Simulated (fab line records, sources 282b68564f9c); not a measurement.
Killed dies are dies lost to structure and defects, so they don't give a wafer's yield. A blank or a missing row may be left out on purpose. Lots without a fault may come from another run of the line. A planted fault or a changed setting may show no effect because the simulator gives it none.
A struck lot beside a sound one | flow rit_cmos | 18 steps out of a route of 202
Sound: wafers L803.2, L803.5, L803.6. Struck: wafers L810.1, L810.5, L810.6. The cause comes at the end.
At each step with rows: each side's tool, then ch and its chambers, then its first start. Under that, the readings that differ: sound wafers | struck wafers | difference of the means | sigmas: that difference in standard deviations of wafers without a fault.
alike: readings whose means differ by less than 2 such deviations, and words and numbers that are the same on both sides. not compared: withheld readings, readings that some wafer has no value for, bounds like >300 that may hide the same value, and numbers for which the record gives no deviation and whose values overlap.
The two part at a step that has a row with sigmas, a row that says differs or no value, or rows on one side only. Numbers that don't overlap but have no deviation are shown without sigmas and don't part them. A reading that every wafer of one side lacks parts them only if that side has two wafers or more.

RIT_M1_RS_MEAS_01: measures by four-point-probe.
  sound on film_metro-04, day 4 00:52; struck on film_metro-03, day 5 11:50
  alike: M1_AL_RS
RIT_M1_THK_MEAS_02: measures by xrf.
  sound on film_metro-04, day 4 00:59; struck on film_metro-03, day 5 11:57
  alike: M1_AL_THK
then, 6 steps without rows for these wafers: RIT_M1_HMDS_03 (prime time 60 s); RIT_M1_COAT_04 (resist thk 1300 nm); RIT_M1_SOFTBAKE_05 (time 60 s); RIT_M1_EXPOSE_06 (exposes mask M12, target cd 2600 nm); RIT_M1_PEB_07; RIT_M1_DEVELOP_08 (develop time 68 s).
RIT_M1_CD_MEAS_09: target cd 2600 nm.
  sound on cd_sem-01, day 4 01:56; struck on cd_sem-02, day 5 12:53
  alike: cd_nm
RIT_M1_OVL_MEAS_10:
  sound on overlay-01, day 4 02:02; struck on overlay-01, day 5 13:01
  reading     | sound         | struck      | difference | sigmas
  M1_OVL (nm) | 0.0 -1.1 -2.0 | 1.8 1.9 2.4 | +3.1       | +2
then, 1 step without rows for these wafers: RIT_M1_HARDBAKE_11 (time 120 s).
RIT_M1_METAL_ETCH_12: etches Al in Cl2/BCl3, stops on SiO2, time 165 s, target depth 600 nm.
  sound on rie_metal-04 ch 0,1, day 4 02:19; struck on rie_metal-02 ch 0,1, day 5 13:17
  reading                | sound          | struck         | difference | sigmas
  throttle_valve_pct (%) | 8.45 8.46 8.40 | 8.16 8.12 8.17 | -0.29      | -3
  alike: drypump_motor_current_A, oes_product_au
  not compared: rf_hours_counter_h
RIT_M1_STRIP_13: strips in nmp, time 600 s.
  sound on wet_bench-02 ch 0, day 4 02:29; struck on wet_bench-02 ch 1, day 5 13:28
  alike: bath_guard_temp_C
RIT_M1_STRIP_14: strips in O2, time 180 s.
  sound on plasma_asher-01 ch 0,1, day 4 02:40; struck on plasma_asher-02 ch 0,1, day 5 13:38
  alike: drypump_motor_current_A
  not compared: rf_hours_counter_h
RIT_M1_CD_MEAS_90: target cd 2600 nm.
  sound on cd_sem-01, day 4 02:52; struck on cd_sem-02, day 5 13:49
  alike: cd_nm
then, 1 step without rows for these wafers: RIT_M1_ANNEAL_15 (time 1800 s).
RIT_M1_BOW_MEAS_16:
  sound on film_metro-03, day 4 04:29; struck on film_metro-04, day 5 15:26
  alike: M1_BOW
RIT_M1_PROBE_99:
  sound on prober-01, day 4 04:38; struck on prober-02, day 5 15:33
  reading                               | sound             | struck            | difference | sigmas
  defect_limited_yield (%)              | 95.1 98.1 97.7    | 88.3 89.0 90.5    | -7.7       | -7
  killed_at_M0_to_M3                    | 0 0 0             | 22 21 22          | +22        |
  killed_dies                           | 13 5 6            | 31 29 25          | +20        | +7
  killed_on_rim                         | 5 1 2             | 10 10 9           | +7         | +4
  sort_bin_3_pad_short (%)              | 0 0 0.4           | 1.9 1.5 1.1       | +1.4       | +7
  sort_bin_5_function (%)               | 3.8 1.9 1.9       | 7.6 8.0 6.8       | +4.9       | +6
  sort_n_pass                           | 251.0 259.0 258.0 | 233.0 235.0 239.0 | -20.3      | -7
  sort_yield_pct (%)                    | 95.1 98.1 97.7    | 88.3 89.0 90.5    | -7.7       | -7
  model.etest.tester.sort_n_pass        | 251 259 258       | 233 235 239       | -20        |
  model.etest.tester.sort_yield_pct (%) | 95.08 98.11 97.73 | 88.26 89.02 90.53 | -7.70      |
  model.etest.tester.sort_bin_5_pct (%) | 3.788 1.894 1.894 | 7.576 7.955 6.818 | +4.924     |
  alike: killed_at_front_end, killed_open, killed_short, sort_bin_6_memory

WHERE THEY PART
First at RIT_M1_OVL_MEAS_10; last, within this record, at RIT_M1_PROBE_99.

WHY: what the simulator had put in
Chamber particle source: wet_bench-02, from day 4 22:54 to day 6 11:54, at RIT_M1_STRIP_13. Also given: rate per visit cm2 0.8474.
